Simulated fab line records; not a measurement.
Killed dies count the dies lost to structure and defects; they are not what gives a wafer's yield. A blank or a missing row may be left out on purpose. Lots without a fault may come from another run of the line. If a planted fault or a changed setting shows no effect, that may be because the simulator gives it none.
What tool caused it? -- flow rit cmos -- 39 wafers sampled from 13 lots at 1 step of a route of 202

== WHAT THE GAUGES READ, wafer by wafer ==
Not one reading of a measure or inspect step in the record can be checked against a usual standard deviation.

== EACH LOT AND THE TOOL THAT RAN IT (in order: tool; ch and the chambers of the sampled wafers; start) ==
lot,RIT_PRETRO_STRIP_09
L740,"plasma asher-02 ch 1, day 2 08:45"
L741,"plasma asher-03 ch 0,1, day 2 12:20"
L742,"plasma asher-03 ch 1, day 2 18:05"
L743,"plasma asher-03 ch 0,1, day 2 23:29"
L744,"plasma asher-03 ch 0,1, day 3 04:29"
L745,"plasma asher-03 ch 0,1, day 3 08:47"
L747,"plasma asher-03 ch 0,1, day 3 19:03"
L748,"plasma asher-03 ch 0,1, day 3 23:10"
L753,"plasma asher-03 ch 0, day 5 00:41"
L755,"plasma asher-02 ch 1, day 5 10:16"
L760,"plasma asher-02 ch 0,1, day 6 11:48"
L761,"plasma asher-02 ch 0,1, day 6 16:51"
L762,"plasma asher-02 ch 0,1, day 6 21:49"
- RIT_PRETRO_STRIP_09: strips in O2, time 180 s.

== WHAT THE TOOLS THEMSELVES READ (means of the sampled wafers that have a number; where no wafer has one, the mark that the record gives instead) ==
RIT_PRETRO_STRIP_09.
lot,tool,chamber pressure mTorr (mTorr),drypump motor current A (A),rf refl power W (W),run length s (s)
L740,plasma asher-02,4005,5.5,8.8,209.3
L741,plasma asher-03,4003,5.8,7.6,208.4
L742,plasma asher-03,4000,5.5,6.3,208.4
L743,plasma asher-03,4004,5.8,7.4,208.5
L744,plasma asher-03,4000,6.0,8.4,208.7
L745,plasma asher-03,3998,6.0,8.6,208.6
L747,plasma asher-03,3999,5.8,7.5,208.4
L748,plasma asher-03,4000,6.1,8.8,208.3
L753,plasma asher-03,4001,6.3,9.8,27.4
L755,plasma asher-02,4000,5.5,8.9,208.9
L760,plasma asher-02,4003,5.4,8.1,208.6
L761,plasma asher-02,4004,5.3,7.0,208.4
L762,plasma asher-02,4002,5.3,7.2,208.1

== THE ANSWER, worked out from the rows above alone ==
Rule: the lots themselves supply what counts as usual. The widest of any qualifying gaps counts: lots, ordered by their means at a reading, are off when they make up no more than a third of the lots, leave a main group of 4 or more, and stand apart from it by 3 or more times the standard deviation of that group's means. A main group is skipped when, at the precision printed for the reading in the tables above, its means are all equal. A lot without any number at a reading at which 4 lots or more have one is off too. The other lots that the step has rows for count as sound. The gauges are gone through in route order, then the tools' own readings, and for those a lot's mean is taken as printed above. At the first step where some lot is off, the reading lying furthest off is the one used; lots without a number count as furthest.
Off at RIT_PRETRO_STRIP_09 (run length s): L753. Main group: mean 208.6 s, sd 0.3.
A tool fits if, at that step or a process step before it, it ran every lot that is off, and no sound lot after the first of them. One candidate fits, namely plasma asher-03 at RIT_PRETRO_STRIP_09. Its last sound lot is L748 (day 3 23:10), its first lot that is off L753 (day 5 00:41): a fault that began between those two fits.
On the lots that are off, the tool's own readings at RIT_PRETRO_STRIP_09 differ by more than 5 times the standard deviation of the sound lots' means, which bears it out; run length s reads 27.4 s there versus 208.6 s on the sound lots.

== WHAT HAD BEEN PUT IN BY THE SIMULATOR ==
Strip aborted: plasma asher-03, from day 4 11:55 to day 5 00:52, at RIT_PRETRO_STRIP_09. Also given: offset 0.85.
Lots struck among those shown: L753. The rule above reached the same finding.
